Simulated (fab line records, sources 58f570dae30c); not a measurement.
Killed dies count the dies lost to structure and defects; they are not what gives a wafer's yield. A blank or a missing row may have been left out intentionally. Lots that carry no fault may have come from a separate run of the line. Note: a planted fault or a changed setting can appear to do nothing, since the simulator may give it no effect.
Which tool did it? + flow berkeleyCmos170 + Sampling: 7 lots, 21 wafers, 3 of 331 route steps

== WHAT THE GAUGES SHOWED, per wafer ==
UCB170_SDANNEAL_RS_MEAS_05: uses a four-point probe to measure.
| lot  | measured     | on           | NLDD_RS (ohm/sq)  |
|------|--------------|--------------|-------------------|
| L913 | day 7 07:37  | filmMetro-03 | 615.4 615.3 614.6 |
| L918 | day 8 09:01  | filmMetro-01 | 613.2 614.7 614.5 |
| L919 | day 8 08:50  | filmMetro-02 | 616.5 618.6 615.7 |
| L925 | day 9 08:29  | filmMetro-03 | 615.4 615.8 617.0 |
| L927 | day 9 22:29  | filmMetro-03 | 615.1 613.4 613.4 |
| L929 | day 9 23:33  | filmMetro-01 | 652.5 653.0 652.1 |
| L935 | day 10 21:02 | filmMetro-02 | 615.2 615.4 617.0 |

== TOOL THAT RAN EACH LOT (tool first, then ch and the chambers of the sampled wafers, then the start) ==
| lot  | UCB170_PLDD_STRIP_10                | UCB170_NLDD_IMPLANT_09          |
|------|-------------------------------------|---------------------------------|
| L913 | plasmaAsher-02 ch 0,1, day 6 20:33  | implanter-02 ch 0, day 6 22:30  |
| L918 | plasmaAsher-03 ch 1, day 7 18:41    | implanter-02 ch 0, day 7 21:41  |
| L919 | plasmaAsher-02 ch 0,1, day 7 18:42  | implanter-02 ch 0, day 7 21:08  |
| L925 | plasmaAsher-01 ch 0,1, day 8 18:50  | implanter-01 ch 0, day 8 21:36  |
| L927 | plasmaAsher-02 ch 0,1, day 9 07:38  | implanter-02 ch 0, day 9 09:14  |
| L929 | plasmaAsher-03 ch 0,1, day 9 10:55  | implanter-01 ch 0, day 9 12:59  |
| L935 | plasmaAsher-03 ch 0,1, day 10 11:44 | implanter-02 ch 0, day 10 13:33 |
- UCB170_PLDD_STRIP_10: strips in O2.
- UCB170_NLDD_IMPLANT_09

== THE ANSWER, worked out from the rows above alone ==
Rule: the lots themselves supply what counts as usual. Put in order of their means at a reading, lots are off if they are a third of the lots or fewer, leave a main group of 4 or more, and stand apart from it by a gap of 3 or more times the standard deviation of the main group's means; of several such gaps the widest counts. If all means in a main group match to the digits the tables above print for the reading, that group is not used. Also off: a lot with no number at a reading for which 4 or more lots have one. The other lots that the step has rows for count as sound.
Off: L929, at UCB170_SDANNEAL_RS_MEAS_05 (NLDD_RS). The main group: mean 615.3 ohm/sq, standard deviation 1.1.
If a tool, at a process step before that reading, ran all the lots that are off and no sound lot after the first of them, it fits. The gauges at UCB170_SDANNEAL_RS_MEAS_05 are tried like those tools. 2 tools fit, implanter-01 at UCB170_NLDD_IMPLANT_09 and filmMetro-01 at UCB170_SDANNEAL_RS_MEAS_05, so this cannot tell which one it is.

== WHAT THE SIMULATOR HAD PUT IN ==
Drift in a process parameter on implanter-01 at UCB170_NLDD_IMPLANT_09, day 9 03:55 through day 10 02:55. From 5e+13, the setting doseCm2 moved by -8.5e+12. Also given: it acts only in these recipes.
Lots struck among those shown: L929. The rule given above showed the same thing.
